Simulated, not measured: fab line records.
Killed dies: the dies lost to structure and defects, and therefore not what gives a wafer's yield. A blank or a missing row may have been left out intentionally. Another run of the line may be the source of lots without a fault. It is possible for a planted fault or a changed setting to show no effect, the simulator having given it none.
Chamber matching + flow berkeley_cmos170 + 4 sister chambers for UCB170_V1_CMP_02 on cmp-02
The step polishes SiO2. 14 wafers are shown with their chamber, then 7 later ones without.

## WAFERS, EACH WITH ITS CHAMBER
| wafer  | chamber | motor_current_A (A) |
|--------|---------|---------------------|
| L611.1 | 2       | 15.0                |
| L611.3 | 1       | 12.2                |
| L611.5 | 1       | 12.3                |
| L613.3 | 2       | 15.3                |
| L613.4 | 1       | 13.3                |
| L613.6 | 1       | 12.5                |
| L617.2 | 3       | 17.3                |
| L617.3 | 0       | 14.9                |
| L617.4 | 2       | 15.3                |
| L621.1 | 3       | 17.0                |
| L621.4 | 1       | 12.6                |
| L621.6 | 1       | 13.1                |
| L626.2 | 3       | 17.6                |
| L626.5 | 1       | 12.9                |

SIGNATURES (means of the wafers above)
| reading         | chamber 0 | chamber 1 | chamber 2 | chamber 3 | scatter within a chamber |
|-----------------|-----------|-----------|-----------|-----------|--------------------------|
| motor_current_A | 14.900    | 12.700    | 15.200    | 17.300    | 0.355                    |
Rule: distance of a wafer from a chamber = root of the sum over the readings of ((wafer's reading minus chamber's mean) / reading's scatter) squared. The wafer belongs to the nearest chamber; if the next one is less than 2 further off, it can't be placed. How the scatter is found: for the shown wafers, subtract from each reading the mean of its chamber, square and add these, divide the total by (wafers less chambers), then take the root.

## WAFERS MISSING THEIR CHAMBER
| wafer  | motor_current_A (A) |
|--------|---------------------|
| L626.6 | 16.0                |
| L622.3 | 15.3                |
| L622.4 | 14.1                |
| L622.6 | 15.0                |
| L632.1 | 12.3                |
| L632.2 | 14.6                |
| L632.4 | 17.4                |

## WHICH CHAMBER EACH WENT THROUGH
| wafer  | from the rows above          | in truth |
|--------|------------------------------|----------|
| L626.6 | can't be placed: 2 or 0 or 3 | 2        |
| L622.3 | can't be placed: 2 or 0      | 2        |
| L622.4 | can't be placed: 0 or 2 or 1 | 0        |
| L622.6 | can't be placed: 0 or 2      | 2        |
| L632.1 | 1                            | 1        |
| L632.2 | can't be placed: 0 or 2      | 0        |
| L632.4 | 3                            | 3        |
Correct placement for 2 of the 7. These rows do not allow placing 5 (true chamber among the candidates in 5). 0 placed wrongly.
